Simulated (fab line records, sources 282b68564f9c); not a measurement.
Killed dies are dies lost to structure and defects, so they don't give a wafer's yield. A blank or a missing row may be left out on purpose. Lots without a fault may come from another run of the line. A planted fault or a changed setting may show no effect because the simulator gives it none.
A struck lot beside a sound one | flow rit_cmos | 16 steps out of a route of 202
Sound: wafers L805.3, L805.5, L805.6. Struck: wafers L813.1, L813.3, L813.6. The cause comes at the end.
At each step with rows: each side's tool, then ch and its chambers, then its first start. Under that, the readings that differ: sound wafers | struck wafers | difference of the means | sigmas: that difference in standard deviations of wafers without a fault.
alike: readings whose means differ by less than 2 such deviations, and words and numbers that are the same on both sides. not compared: withheld readings, readings that some wafer has no value for, bounds like >300 that may hide the same value, and numbers for which the record gives no deviation and whose values overlap.
The two part at a step that has a row with sigmas, a row that says differs or no value, or rows on one side only. Numbers that don't overlap but have no deviation are shown without sigmas and don't part them. A reading that every wafer of one side lacks parts them only if that side has two wafers or more.

first, 1 step without rows for these wafers: RIT_PRETRO_DEVELOP_05 (develop time 68 s).
RIT_PRETRO_OVL_MEAS_06:
  sound on overlay-02, day 3 16:21; struck on overlay-02, day 5 02:01
  reading         | sound       | struck        | difference | sigmas
  PRETRO_OVL (nm) | 1.7 1.4 1.5 | 0.2 -0.7 -2.0 | -2.4       | -2
then, 2 steps without rows for these wafers: RIT_PRETRO_HARDBAKE_07 (time 120 s); RIT_PRETRO_IMPLANT_08.
RIT_PRETRO_STRIP_09: strips in O2, time 180 s.
  sound on plasma_asher-02 ch 0,1, day 3 16:50; struck on plasma_asher-03 ch 1, day 5 02:49
  alike: drypump_motor_current_A
  not compared: rf_hours_counter_h
RIT_PRETRO_TW_MEAS_10:
  sound on film_metro-04, day 3 16:58; struck on film_metro-02, day 5 02:59
  alike: PRETRO_TW
then, 5 steps without rows for these wafers: RIT_GATE_WET_ETCH_00 (etches SiO2 in BOE, target depth 56 nm, time 60 s); RIT_GATE_CLEAN_01 (cleans in SC1, time 600 s); RIT_GATE_CLEAN_02 (cleans in dHF, time 30 s); RIT_GATE_CLEAN_03 (cleans in SC2, time 600 s); RIT_GATE_CLEAN_04 (cleans in dHF, time 60 s).
RIT_FOX2_THK_MEAS_91:
  sound on film_metro-04, day 3 17:28; struck on film_metro-04, day 5 03:29
  alike: FIELD_OXIDE_LEFT_2_THK
RIT_GATE_OXIDATION_05: target thk 3 nm, ox time 270 s.
  sound on furnace-04 ch 0, day 3 18:16; struck on furnace-04 ch 0, day 5 03:32
  reading                                     | sound                | struck               | difference | sigmas
  spike_tc_load_C (C)                         | 924.7 924.0 923.1    | 919.9 920.6 919.1    | -4.1       | -2
  tube_center_temp_C (C)                      | 900.01 899.96 900.08 | 894.94 895.03 894.94 | -5.05      | -61
  tube_center_temp_C_max                      | 902.5 901.9 903.2    | 897.0 897.6 897.4    | -5.2       | -13
  model.SiO2_of_GATE_OXIDATION_05.thk_nm (nm) | 3.031 2.995 2.998    | 2.754 2.722 2.772    | -0.259     |
then, 1 step without rows for these wafers: RIT_GATE_ANNEAL_06 (time 600 s).
RIT_GATE_THK_MEAS_07:
  sound on film_metro-02, day 3 20:07; struck on film_metro-02, day 5 07:02
  reading             | sound          | struck         | difference | sigmas
  GATE_OXIDE_THK (nm) | 2.98 3.01 3.00 | 2.77 2.76 2.82 | -0.21      | -3
  not compared: hold
then, 1 step without rows for these wafers: RIT_M1_PROBE_99.

WHERE THEY PART
First at RIT_PRETRO_OVL_MEAS_06; last, within this record, at RIT_GATE_THK_MEAS_07.

WHY: what the simulator had put in
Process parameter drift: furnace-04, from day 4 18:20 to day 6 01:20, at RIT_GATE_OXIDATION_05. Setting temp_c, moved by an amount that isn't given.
